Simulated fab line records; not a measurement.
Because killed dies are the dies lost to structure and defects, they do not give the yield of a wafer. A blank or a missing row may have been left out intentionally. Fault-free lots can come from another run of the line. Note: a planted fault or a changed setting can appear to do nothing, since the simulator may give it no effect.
2 desks, one fault | flow berkeley_cmos170 | each desk holds nothing but its own numbers, with what lay behind them at the end

== DESK OF THE TOOL OWNER: litho_track-04 ==
UCB170_NSD_PEB_04, tool's own readings: per-lot mean of the sampled wafers with a number, covering each lot this tool ran. Any lot whose mean is over 4 standard deviations away from the usual mean is out of limits and marked OUT; that distance is given in the brackets.
Columns: A = exhaust_pa at UCB170_NSD_PEB_04, usual 44.8 Pa; B = heater_power_total_W at UCB170_NSD_PEB_04, usual 56.80 W
lot  | first seen here | A    | B
L379 | day 8 09:19     | 44.4 | 56.78
L380 | day 9 00:38     | 45.3 | 56.79
L388 | day 9 23:12     | 44.9 | 56.82
L389 | day 9 23:29     | 43.6 | 56.80
L387 | day 10 00:05    | 44.7 | 56.78
L390 | day 10 20:46    | 45.3 | 56.78
Finding of this desk: none of the 6 lots has anything out of limits.

== THE METROLOGY DESK ==
What the gauges read, lot by lot, whatever tool the lot ran on: means of the sampled wafers that have a number. Any lot whose mean is over 4 standard deviations away from the usual mean is out of limits and marked OUT; that distance is given in the brackets.
Columns: A = GATE_OXIDE_THK at UCB170_GATE_THK_MEAS_02, usual 6.57 nm; B = NLDD_OVL at UCB170_NLDD_OVL_MEAS_07, usual 4 nm; C = cd_nm at UCB170_NSD_CD_MEAS_06, usual 1199.9 nm; D = NSD_TW at UCB170_NSD_TW_MEAS_10, usual 4162
lot  | first seen here | A    | B  | C                 | D
L376 | day 6 22:46     | 6.50 | 3  | 1201.5            | 4131
L377 | day 7 10:38     | 6.63 | -5 | 1200.0            | 4225
L379 | day 7 10:39     | 6.63 | 5  | 1200.0            | 4168
L380 | day 8 00:05     | 6.60 | 10 | 1199.3            | 4174
L383 | day 8 04:31     | 6.43 | 5  | 1200.3            | 4120
L385 | day 8 21:38     | 6.64 | -3 | 1200.1            | 4107
L387 | day 8 21:39     | 6.64 | 8  | 1203.7            | 4212
L388 | day 8 21:41     | 6.55 | 6  | 1199.2            | 4113
L389 | day 8 21:41     | 6.69 | 9  | 1199.8            | 4161
L390 | day 9 14:01     | 6.53 | 5  | 1204.9 (+4.5) OUT | 4199
L391 | day 9 14:01     | 6.62 | -0 | 1200.8            | 4140
L392 | day 9 14:01     | 6.59 | 1  | 1199.6            | 4123
L396 | day 10 21:42    | 6.61 | -1 | 1200.0            | 4115
L399 | day 11 12:59    | 6.68 | -1 | 1200.5            | 4199
This desk's finding: out of limits on L390; first on L390, day 10 21:02 (cd_nm at UCB170_NSD_CD_MEAS_06). Within limits: L376, L377, L379, L380, L383, L385, L387, L388, L389, L391, L392, L396, L399.

== ALL TOGETHER ==
The metrology desk could have raised an alarm at day 10 21:02, on L390.
The desk of the tool owner found nothing out of limits.
The tool owner's desk has L390 on record, within its limits.
The lots listed all ran UCB170_NSD_PEB_04 on litho_track-04.

== WHAT HAD BEEN PUT IN BY THE SIMULATOR ==
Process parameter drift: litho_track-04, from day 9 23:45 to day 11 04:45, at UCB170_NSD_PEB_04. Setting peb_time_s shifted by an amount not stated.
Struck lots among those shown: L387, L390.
Time in hours between the start of the fault and the first out-of-limits reading at each desk: metrology desk, 21.
